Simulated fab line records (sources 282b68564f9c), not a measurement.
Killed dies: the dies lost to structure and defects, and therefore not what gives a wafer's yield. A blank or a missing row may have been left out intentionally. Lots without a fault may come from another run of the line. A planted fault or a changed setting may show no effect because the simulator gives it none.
8D (eight disciplines) problem report, filled in by code ; flow rit cmos ; the parts of the form that need people (team, actions taken, sign-off) are left out

1. THE ISSUE
PSD_TW at RIT_PSD_TW_MEAS_10 reads a mean of 3144 on 6 wafers of 2 lots; wafers without a fault read 3428 with a standard deviation of 16. Measured from the usual mean, that is -18 standard deviations.
Earliest sighting: wafer L592.1 on film metro-04 at day 4 11:34. At this step, 42 wafers from 14 lots have a number in the record. Rule for "out", or "out of limits": more than 4 standard deviations from the usual mean. All remaining wafers that have a number are taken as sound.

2. WHAT IT IS; WHAT IT IS NOT
question;is;is not
which readings at this step;PSD_TW;-
which lots;L592, L593;L585, L588, L589, L590, L591, L594, L596, L601, L602, L606, L607, L608
which wafers of those lots;all that have a number;-
read on which gauges;film metro-01, film metro-04;film metro-02
when;from day 4 11:34;"up to then (15 sound wafers); but 21 sound wafers of L594, L596, L601, L602, L606, L607, L608 came after"

3. THE SUSPECTS, EACH WITH WHAT RULES IT OUT
Counting: any tool at a process step up to the reading is kept as a suspect provided that every lot that is out went through it and no sound lot did after the first of them.
- the gauge at RIT_PSD_TW_MEAS_10 has been ruled out. 2 gauges (film metro-01, film metro-04) read the wafers that are out.
- plasma asher-01 at RIT_PWELL_STRIP_09 (strips in O2, time 180 s): ruled out as a lasting fault. Following L592 (day 3 09:16), the first lot on it that is out, the sound lots L607 were run on it.
- implanter-03 at RIT_PSD_IMPLANT_08: ruled out as a lasting fault. Following L592 (day 4 11:14), the first lot on it that is out, the sound lots L606 were run on it.
Left after counting: nothing in the record.

4. THE CAUSE (what the simulator had put in)
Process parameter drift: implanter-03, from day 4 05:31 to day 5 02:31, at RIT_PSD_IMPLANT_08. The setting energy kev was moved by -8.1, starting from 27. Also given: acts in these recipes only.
It was ruled out by counting, in error; the rule expects a fault to strike all lots run on its tool from its start on, and this fault did not.

5. SEQUENCE OF EFFECTS, ordered by route
Rows list readings where the struck wafers' mean (over those with a number) sits beyond 3 standard deviations from the usual. Only readings for which the record gives a usual standard deviation are gone through. hours: the time from each lot's start at the first step in this table that gives one to its start at this step, as a median over the lots. sigmas: the change in usual standard deviations.
hours;step;reading;usual;on struck wafers;change;sigmas
0;RIT_PSD_IMPLANT_08;beam energy keV;26.997;18.902;-8.095;-99 or more
0;RIT_PSD_TW_MEAS_10;PSD_TW;3428;3144;-284;-18
1;RIT_SDANNEAL_RS_MEAS_04;PSD_RS;115.84 ohm/sq;138.05;+22.21;+93
It contains these process steps:
- RIT_PSD_IMPLANT_08

6. HOW IT WOULD HAVE BEEN CAUGHT EARLIER
The first out-of-limits reading at a measuring or inspecting step in this record came at day 4 11:34, 6 hours after the fault's start at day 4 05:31.
The tool's own readings at RIT_PSD_IMPLANT_08 were out on every struck wafer that the step has a row for (beam energy keV): an alarm limit on them would have fired on the first of those.
